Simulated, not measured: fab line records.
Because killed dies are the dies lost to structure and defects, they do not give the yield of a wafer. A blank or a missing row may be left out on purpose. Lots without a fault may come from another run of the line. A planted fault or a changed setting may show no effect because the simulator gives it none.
A lot that was struck, set against a sound lot ; flow berkeley-cmos170 ; 14 steps out of a route of 331
Sound: the wafers L721.2, L721.5, L721.6. Struck: wafers L722.2, L722.3, L722.6. The cause is given at the end.
Per side, at each step with rows, come the tool, then ch with its chambers, and then its first start. Under that, the readings that differ: sound wafers ; struck wafers ; difference of the means ; sigmas: that difference in standard deviations of wafers without a fault.
alike: same words and numbers on both sides, and readings whose means sit less than 2 such deviations apart. not compared: any withheld reading, any reading some wafer has no value for, any bound like >300 that may hide the same value, and any number with overlapping values for which the record gives no deviation.
Wherever a step has rows on one side only, a row that says differs or no value, or a row with sigmas, the two part there. When numbers do not overlap yet have no deviation, they are printed without sigmas and do not part them. Lack of a reading on every wafer of one side parts them only where that side has two or more wafers.

first, 3 steps without rows for these wafers: UCB170_ACTIVE_EXPOSE_10 (exposes mask ACTIVE, target cd 1200 nm); UCB170_ACTIVE_PEB_11; UCB170_ACTIVE_DEVELOP_12 (develop time 45 s).
UCB170_ACTIVE_CD_MEAS_13: target cd 1200 nm.
  sound on cd-sem-01, day 6 05:22; struck on cd-sem-01, day 6 18:22
reading;sound;struck;difference;sigmas
cd-nm (nm);1201.1 1202.2 1201.7;1199.2 1197.7 1197.7;-3.5;-2
UCB170_ACTIVE_OVL_MEAS_14:
  sound on overlay-01, day 6 05:28; struck on overlay-02, day 6 18:28
  alike: ACTIVE_OVL
UCB170_ACTIVE_ETCH_15: etches Si3N4 in CH3F/Ar/O2, stops on SiO2, target depth 242 nm, time 151 s.
  sound on rie-diel-02 ch 2,3, day 6 05:30; struck on rie-diel-02 ch 0,2,3, day 6 18:29
  alike: drypump-motor-current-A, oes-product-au, throttle-valve-pct
  not compared: rf-hours-counter-h
UCB170_ACTIVE_STRIP_16: strips in O2.
  sound on plasma-asher-04 ch 0,1, day 6 05:36; struck on plasma-asher-01 ch 0,1, day 6 18:35
reading;sound;struck;difference;sigmas
drypump-motor-current-A (A);6.2 5.8 6.1;5.2 5.2 5.3;-0.8;-2
  alike: oes-product-au, strip-time-to-endpoint-s
  not compared: rf-hours-counter-h
UCB170_ACTIVE_CD_MEAS_90: target cd 1200 nm.
  sound on cd-sem-01, day 6 05:43; struck on cd-sem-01, day 6 18:43
reading;sound;struck;difference;sigmas
cd-nm (nm);1201.5 1202.6 1201.6;1198.6 1198.3 1197.5;-3.8;-3
then, 4 steps without rows for these wafers: UCB170_ACTIVE_CLEAN_17 (cleans in SPM, time 600 s); UCB170_PFIELD_HMDS_00 (prime time 60 s); UCB170_PFIELD_COAT_01 (resist thk 900 nm); UCB170_PFIELD_SOFTBAKE_02 (time 60 s).
UCB170_PFIELD_EXPOSE_03: exposes mask PFIELD, target cd 1500 nm.
  sound on krf-scanner-01 ch 0, day 6 06:28; struck on krf-scanner-02, day 6 20:38
  no value came back on the struck wafers for exposure-dose-mJ-cm2, focus-offset-nm (nm); on the sound wafers exposure-dose-mJ-cm2 reads 30.041 30.028 30.016
  alike: mask
then, 1 step without rows for these wafers: UCB170_PFIELD_PEB_04.

WHERE THEY PART
Last at UCB170_PFIELD_EXPOSE_03 as far as this record goes, first at UCB170_ACTIVE_CD_MEAS_13.

WHY: the cause the simulator had injected
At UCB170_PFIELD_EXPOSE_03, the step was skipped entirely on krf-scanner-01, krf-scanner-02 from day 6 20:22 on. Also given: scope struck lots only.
